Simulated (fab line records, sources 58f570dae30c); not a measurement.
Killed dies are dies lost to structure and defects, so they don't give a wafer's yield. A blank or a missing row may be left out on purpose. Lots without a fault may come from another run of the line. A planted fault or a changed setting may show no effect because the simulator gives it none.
A struck lot beside a sound one | flow berkeley_cmos170 | 15 steps out of a route of 331
Sound: wafers L739.1, L739.5, L739.6. Struck: wafers L732.2, L732.3, L732.5. The cause comes at the end.
At each step with rows: each side's tool, then ch and its chambers, then its first start. Under that, the readings that differ: sound wafers | struck wafers | difference of the means | sigmas: that difference in standard deviations of wafers without a fault.
alike: readings whose means differ by less than 2 such deviations, and words and numbers that are the same on both sides. not compared: withheld readings, readings that some wafer has no value for, bounds like >300 that may hide the same value, and numbers for which the record gives no deviation and whose values overlap.
The two part at a step that has a row with sigmas, a row that says differs or no value, or rows on one side only. Numbers that don't overlap but have no deviation are shown without sigmas and don't part them. A reading that every wafer of one side lacks parts them only if that side has two wafers or more.

first, 1 step without rows for these wafers: UCB170_M2_SOFTBAKE_06 (time 60 s).
UCB170_M2_STRIP_07: strips in O2.
  sound on plasma_asher-03 ch 0,1, day 12 05:59; struck on plasma_asher-03 ch 0,1, day 11 07:19
  alike: drypump_motor_current_A, oes_product_au, strip_time_to_endpoint_s
  not compared: rf_hours_counter_h
then, 7 steps without rows for these wafers: UCB170_M2_STRIP_08 (strips KrF in DMSO, time 600 s); UCB170_M2_COAT_09; UCB170_M2_COAT_10 (resist thk 900 nm); UCB170_M2_SOFTBAKE_11 (time 60 s); UCB170_M2_EXPOSE_12 (exposes mask METAL2, target cd 700 nm); UCB170_M2_PEB_13; UCB170_M2_DEVELOP_14 (develop time 45 s).
UCB170_M2_CD_MEAS_15: target cd 700 nm.
  sound on cd_sem-01, day 12 08:57; struck on cd_sem-01, day 11 11:05
  reading    | sound             | struck            | difference | sigmas
  cd_nm (nm) | 702.1 702.7 703.9 | 700.0 699.8 699.5 | -3.1       | -2
UCB170_M2_OVL_MEAS_16:
  sound on overlay-02, day 12 09:04; struck on overlay-01, day 11 11:11
  alike: M2_OVL
UCB170_M2_ETCH_17: etches BARC in N2/H2.
  sound on rie_diel-01 ch 0,1, day 12 09:07; struck on rie_diel-01 ch 0,3, day 11 11:13
  alike: bias_w, chamber_pressure_mTorr, drypump_motor_current_A, oes_product_au, throttle_valve_pct
UCB170_M2_METAL_ETCH_18: etches Al in Cl2/BCl3, stops on SiO2, target depth 1170 nm, time 195 s.
  sound on rie_metal-03 ch 0,1, day 12 09:09; struck on rie_metal-03 ch 1, day 11 11:15
  no value came back on the struck wafers for any of 5 readings (bcl3_flow_sccm (sccm), bias_w (W) and others); on the sound wafers bcl3_flow_sccm (sccm) reads 45.25 44.94 45.00
  reading                             | sound             | struck            | difference | sigmas
  model.KrF_of_M2_COAT_10.thk_nm (nm) | 238.3 242.2 226.2 | 887.8 884.5 886   | +650.5     |
  model.SiO2_of_V1_CVD_00.thk_nm (nm) | 940.7 943.8 940.1 | 995.1 994.9 996.2 | +53.9      |
  not compared: rf_hours_counter_h
UCB170_M2_STRIP_19: strips in O2.
  sound on plasma_asher-03 ch 0,1, day 12 09:20; struck on plasma_asher-04 ch 0, day 11 11:26
  reading               | sound             | struck            | difference | sigmas
  oes_product_au (a.u.) | 0.579 0.571 0.552 | 0.730 0.725 0.726 | +0.160     | +7
  alike: drypump_motor_current_A
  not compared: rf_hours_counter_h
UCB170_M2_CD_MEAS_90: target cd 700 nm.
  sound on cd_sem-02, day 12 09:26; struck on cd_sem-02, day 11 11:34
  reading    | sound       | struck | difference                    | sigmas
  cd_nm (nm) | 702 700 704 | - - -  | no value on the struck wafers |

WHERE THEY PART
First at UCB170_M2_CD_MEAS_15; last, within this record, at UCB170_M2_CD_MEAS_90.

WHY: what the simulator had put in
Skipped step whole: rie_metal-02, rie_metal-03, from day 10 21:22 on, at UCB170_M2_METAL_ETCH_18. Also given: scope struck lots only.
